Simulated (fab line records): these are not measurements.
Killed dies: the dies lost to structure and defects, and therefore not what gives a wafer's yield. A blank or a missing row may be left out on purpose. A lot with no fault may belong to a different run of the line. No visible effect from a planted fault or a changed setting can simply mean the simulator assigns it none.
fab line records	flow berkeleyCmos170
record lots=15	wafers=45	lastDay=13
route steps=331 shown PSD@184 NSD@196
lots untouched by any fault: they come from a run of this same line in which no faults occurred
startH: the number of hours between the record's first day and the start of the first shown wafer of the lot	waitH: time in hours since the lot's previous step	" as in the row above	L1.1+2: one row covering several wafers at once	- no value, or no start given	* or withheld: withheld	< > ~ a bound
route shown NAME@n: a module of which the file shows steps, and the number in the route of the first	usual: mean and standard deviation over wafers with no fault	same: alike in all rows	chamber/n: place in a boat	sites: per-site readings	_std_site: standard deviation across them	_edge_site: outer sites' mean less inner sites'	radiusMm: for every site, how far away it sits from the centre of the wafer	mask NAME#n: copy n	behind: the most recent tool/chamber to have shaped the wafer	hold: reason for holding the lot/hours on hold/outcome of the hold	device: the n, p or np transistor that did not switch	end of line: the tests these same wafers got at the end of their route	a step without rows: its recipe alone	killed: count of dies lost to structure and defects at first sort (not the wafer's yield)	map: the dies of a wafer, with x for killed, . for not killed, _ for no die there
set.NAME: the run value of the setting; set.NAME@STEP: its run value at that earlier step	model.NAME: the simulator's own value behind a step, which no gauge read
one table for each step of the route and one row for each wafer, over a sample of lots
services: a tool's chamber out of use, with start hour (startH, from the record's first day; less than 0 if before it), hours out, and reason
## steps
# step UCB170_PSD_STRIP_09
# recipe chemistry=O2	powerW=400	pressureMtorr=3500	platenTempC=withheld	o2FlowSccm=400	overashFraction=0.5
# usual chamberPressureMTorr=3501/3.2	drypumpMotorCurrentA=5.7/0.5	oesProductAu=0.600/0.0046	overashFraction=0.5/0	stripTimeToEndpointS=29.35/0.061
lot.wafer	tool	chamber	startH	waitH	chamberPressureMTorr	drypumpMotorCurrentA	oesProductAu	overashFraction	rfHoursCounterH	stripTimeToEndpointS
L185.2	plasmaAsher-02	0	161.12	0.1	3503	5.2	0.603	0.5	38	29.35
L185.3	"	1	"	"	3499	5.4	0.609	0.5	-	29.41
L185.5	"	1	"	"	3500	5.4	0.600	0.5	-	29.44
L196.2	plasmaAsher-03	0	211.06	0.1	-	-	-	-	-	-
L196.5	"	1	"	"	-	-	-	-	-	-
L196.6	"	0	"	"	-	-	-	-	-	-
L194.2	plasmaAsher-02	1	211.30	0.1	-	-	-	-	-	-
L194.4	"	0	"	"	-	-	-	-	-	-
L194.5	"	1	"	"	-	-	-	-	-	-
L199.1	plasmaAsher-04	0	229.68	0.1	3506	6.3	0.600	0.5	12	29.32
L199.4	"	1	"	"	3500	5.7	0.604	0.5	-	29.27
L199.5	"	0	"	"	3501	6.3	0.599	0.5	-	29.29
L195.2	plasmaAsher-02	0	229.80	0.1	-	-	-	-	-	-
L195.5	"	0	"	"	-	-	-	-	-	-
L195.6	"	1	"	"	-	-	-	-	-	-
L198.2	plasmaAsher-03	1	230.07	0.1	3501	6.4	0.604	0.5	54	29.33
L198.3	"	0	"	"	3499	5.2	0.604	0.5	-	29.31
L198.4	"	1	"	"	3495	6.4	0.596	0.5	-	29.31
L197.1	plasmaAsher-04	0	230.26	0.1	3507	6.3	0.602	0.5	12	29.35
L197.2	"	1	"	"	3500	5.7	0.602	0.5	12	29.34
L197.4	"	1	"	"	3500	5.7	0.602	0.5	-	29.33
L201.3	plasmaAsher-04	0	242.96	0.1	3497	6.3	0.596	0.5	-	29.31
L201.4	"	1	"	"	3494	5.7	0.596	0.5	-	29.23
L201.6	"	1	"	"	3501	5.7	0.593	0.5	-	29.32
L202.1	plasmaAsher-03	0	261.07	0.1	3496	5.2	0.596	0.5	57	29.34
L202.5	"	0	"	"	3497	5.2	0.601	0.5	-	29.21
L202.6	"	1	"	"	3507	6.5	0.597	0.5	-	29.32
L207.1	plasmaAsher-02	0	271.04	0.1	3497	5.2	0.605	0.5	50	29.28
L207.2	"	1	"	"	3504	5.4	0.597	0.5	50	29.35
L207.4	"	1	"	"	3497	5.4	0.605	0.5	-	29.36
L203.1	plasmaAsher-04	0	271.16	0.1	3504	6.3	0.602	0.5	16	29.38
L203.3	"	0	"	"	3499	6.3	0.593	0.5	-	29.38
L203.6	"	1	"	"	3498	5.7	0.600	0.5	-	29.44
L205.1	plasmaAsher-02	1	271.32	0.1	3503	5.4	0.597	0.5	50	29.25
L205.2	"	0	"	"	3506	5.2	0.597	0.5	50	29.28
L205.5	"	1	"	"	3506	5.4	0.601	0.5	-	29.24
L206.1	plasmaAsher-04	1	271.43	0.1	3504	5.7	0.599	0.5	17	29.31
L206.5	"	1	"	"	3500	5.7	0.595	0.5	-	29.34
L206.6	"	0	"	"	3506	6.3	0.598	0.5	-	29.33
L204.2	plasmaAsher-03	0	271.46	0.1	3506	5.2	0.600	0.5	58	29.44
L204.3	"	1	"	"	3499	6.4	0.608	0.5	-	29.38
L204.4	"	0	"	"	3503	5.2	0.592	0.5	-	29.42
L208.2	plasmaAsher-03	1	279.89	0.1	3502	6.4	0.600	0.5	59	29.35
L208.3	"	0	"	"	3503	5.2	0.602	0.5	-	29.39
L208.4	"	1	"	"	3505	6.4	0.599	0.5	-	29.34
# step UCB170_NSD_STRIP_09
# recipe chemistry=O2	powerW=400	pressureMtorr=3500	platenTempC=withheld	o2FlowSccm=400	overashFraction=0.5
# usual chamberPressureMTorr=3500/3.2	drypumpMotorCurrentA=5.9/0.5	oesProductAu=0.533/0.0046	stripTimeToEndpointS=35.80/0.082
# same overashFraction=0.5
lot.wafer	tool	chamber	startH	waitH	chamberPressureMTorr	drypumpMotorCurrentA	oesProductAu	rfHoursCounterH	stripTimeToEndpointS
L185.2	plasmaAsher-04	1	163.34	0.1	3497	5.7	0.530	5	35.89
L185.3	"	0	"	"	3502	6.4	0.535	-	35.94
L185.5	"	1	"	"	3497	5.7	0.537	-	35.86
L196.2	plasmaAsher-02	0	214.14	0.1	3498	5.2	0.622	45	62.08
L196.5	"	0	"	"	3504	5.2	0.624	-	61.94
L196.6	"	1	"	"	3498	5.4	0.612	-	61.99
L194.2	plasmaAsher-01	0	214.22	0.1	3506	6.3	0.626	44	62.04
L194.4	"	1	"	"	3499	6.5	0.626	-	62.01
L194.5	"	1	"	"	3500	6.5	0.619	-	61.87
L199.1	plasmaAsher-02	1	231.76	0.1	3500	5.5	0.530	46	35.70
L199.4	"	1	"	"	3499	5.4	0.534	-	35.74
L199.5	"	1	"	"	3504	5.4	0.540	-	35.70
L195.2	plasmaAsher-01	0	231.88	0.1	3502	6.3	0.622	46	62.18
L195.5	"	1	"	"	3498	6.5	0.611	-	62.19
L195.6	"	0	"	"	3498	6.3	0.622	-	62.00
L198.2	plasmaAsher-04	1	232.04	0.1	3500	5.7	0.539	13	35.78
L198.3	"	0	"	"	3496	6.3	0.536	-	35.70
L198.4	"	1	"	"	3499	5.7	0.538	-	35.71
L197.1	plasmaAsher-01	1	232.28	0.1	3496	6.5	0.539	46	35.80
L197.2	"	0	"	"	3500	6.3	0.534	46	35.78
L197.4	"	1	"	"	3506	6.5	0.531	-	35.77
L201.3	plasmaAsher-01	1	244.57	0.1	3503	6.5	0.536	-	35.81
L201.4	"	0	"	"	3499	6.3	0.531	-	35.85
L201.6	"	1	"	"	3502	6.5	0.541	-	35.82
L202.1	plasmaAsher-02	0	262.92	0.1	3499	5.2	0.532	50	35.76
L202.5	"	1	"	"	3499	5.4	0.531	-	35.69
L202.6	"	0	"	"	3502	5.2	0.539	-	35.76
L207.1	plasmaAsher-02	0	273.22	0.1	3498	5.2	0.537	50	35.72
L207.2	"	1	"	"	3501	5.4	0.531	50	35.71
L207.4	"	0	"	"	3500	5.2	0.540	-	35.73
L203.1	plasmaAsher-04	1	273.26	0.1	3507	5.7	0.539	17	35.89
L203.3	"	1	"	"	3499	5.7	0.535	-	35.89
L203.6	"	0	"	"	3498	6.3	0.536	-	35.93
L205.1	plasmaAsher-01	0	274.02	0.1	3502	6.3	0.530	50	35.79
L205.2	"	1	"	"	3502	6.5	0.529	50	35.80
L205.5	"	0	"	"	3504	6.3	0.532	-	35.79
L206.1	plasmaAsher-02	1	274.29	0.1	3498	5.4	0.538	50	35.74
L206.5	"	1	"	"	3503	5.4	0.532	-	35.88
L206.6	"	0	"	"	3500	5.2	0.533	-	35.78
L204.2	plasmaAsher-01	1	274.57	0.1	3505	6.4	0.539	50	35.98
L204.3	"	1	"	"	3496	6.5	0.535	-	35.98
L204.4	"	0	"	"	3501	6.3	0.533	-	36.00
L208.2	plasmaAsher-02	0	282.07	0.1	3499	5.2	0.538	51	35.80
L208.3	"	1	"	"	3499	5.4	0.540	-	35.82
L208.4	"	0	"	"	3496	5.2	0.533	-	35.74
# step UCB170_NSD_TW_MEAS_10
# usual NSD_TW=4192/43
lot.wafer	tool	chamber	startH	waitH	hold	NSD_TW
L185.2	filmMetro-04	-	163.45	0.1	-	4265
L185.3	"	-	"	"	-	4242
L185.5	"	-	"	"	-	4273
L196.2	filmMetro-02	-	214.25	0.1	awaitDispo/0.2h/release	30
L196.5	"	-	"	"	awaitDispo/0.2h/release	30
L196.6	"	-	"	"	awaitDispo/0.2h/release	30
L196.2	filmMetro-02	-	214.47	0.2	-	30
L196.5	"	-	"	"	-	30
L196.6	"	-	"	"	-	30
L194.2	filmMetro-04	-	214.33	0.1	awaitDispo/0.2h/release	30
L194.4	"	-	"	"	awaitDispo/0.2h/release	30
L194.5	"	-	"	"	awaitDispo/0.2h/release	30
L194.2	filmMetro-04	-	214.55	0.2	-	30
L194.4	"	-	"	"	-	30
L194.5	"	-	"	"	-	30
L199.1	filmMetro-01	-	231.86	0.1	-	4169
L199.4	"	-	"	"	-	4160
L199.5	"	-	"	"	-	4137
L195.2	filmMetro-04	-	231.99	0.1	awaitDispo/0.2h/release	30
L195.5	"	-	"	"	awaitDispo/0.2h/release	30
L195.6	"	-	"	"	awaitDispo/0.2h/release	30
L195.2	filmMetro-04	-	232.22	0.2	-	30
L195.5	"	-	"	"	-	30
L195.6	"	-	"	"	-	30
L198.2	filmMetro-01	-	232.15	0.1	-	4161
L198.3	"	-	"	"	-	4152
L198.4	"	-	"	"	-	4141
L197.1	filmMetro-04	-	232.38	0.1	-	4227
L197.2	"	-	"	"	-	4229
L197.4	"	-	"	"	-	4240
L201.3	filmMetro-04	-	244.66	0.1	-	4227
L201.4	"	-	"	"	-	4214
L201.6	"	-	"	"	-	4238
L202.1	filmMetro-04	-	263.02	0.1	-	4227
L202.5	"	-	"	"	-	4225
L202.6	"	-	"	"	-	4261
L207.1	filmMetro-04	-	273.32	0.1	-	4264
L207.2	"	-	"	"	-	4251
L207.4	"	-	"	"	-	4244
L203.1	filmMetro-02	-	273.36	0.1	-	4138
L203.3	"	-	"	"	-	4163
L203.6	"	-	"	"	-	4124
L205.1	filmMetro-01	-	274.12	0.1	-	4156
L205.2	"	-	"	"	-	4199
L205.5	"	-	"	"	-	4139
L206.1	filmMetro-01	-	274.39	0.1	-	4140
L206.5	"	-	"	"	-	4154
L206.6	"	-	"	"	-	4137
L204.2	filmMetro-01	-	274.78	0.2	-	4141
L204.3	"	-	"	"	-	4163
L204.4	"	-	"	"	-	4152
L208.2	filmMetro-01	-	282.18	0.1	-	4126
L208.3	"	-	"	"	-	4167
L208.4	"	-	"	"	-	4147
## services
tool	chamber	startH	hours	kind
plasmaAsher-03	-	175.51	13.0	repair
plasmaAsher-01	-	205.16	2.2	repair
plasmaAsher-03	-	263.48	2.8	pm
## key
firstSign step=UCB170_PSD_STRIP_09	reading=toolRecord	direction=missing
effect step=UCB170_NSD_STRIP_09	reading=stripTimeToEndpointS	direction=up	sigmas=99+	usual=*	struck=*
effect step=UCB170_NSD_TW_MEAS_10	reading=visit	direction=added
effect step=UCB170_NSD_TW_MEAS_10	reading=NSD_TW	direction=down	sigmas=97	usual=4192	struck=30
metAt UCB170_PSD_STRIP_09
struckLots L194,L195,L196
scrappedBehind UCB170_NSD_TW_MEAS_10 L194.2,L194.4,L194.5,L195.2,L195.5,L195.6,L196.2,L196.5,L196.6
onsetBetween 161.12 211.06
fault kind=skippedStepWhole	tool=plasmaAsher-02,plasmaAsher-03	chamber=-	onsetH=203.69	steps=UCB170_PSD_STRIP_09	scope=struckLotsOnly
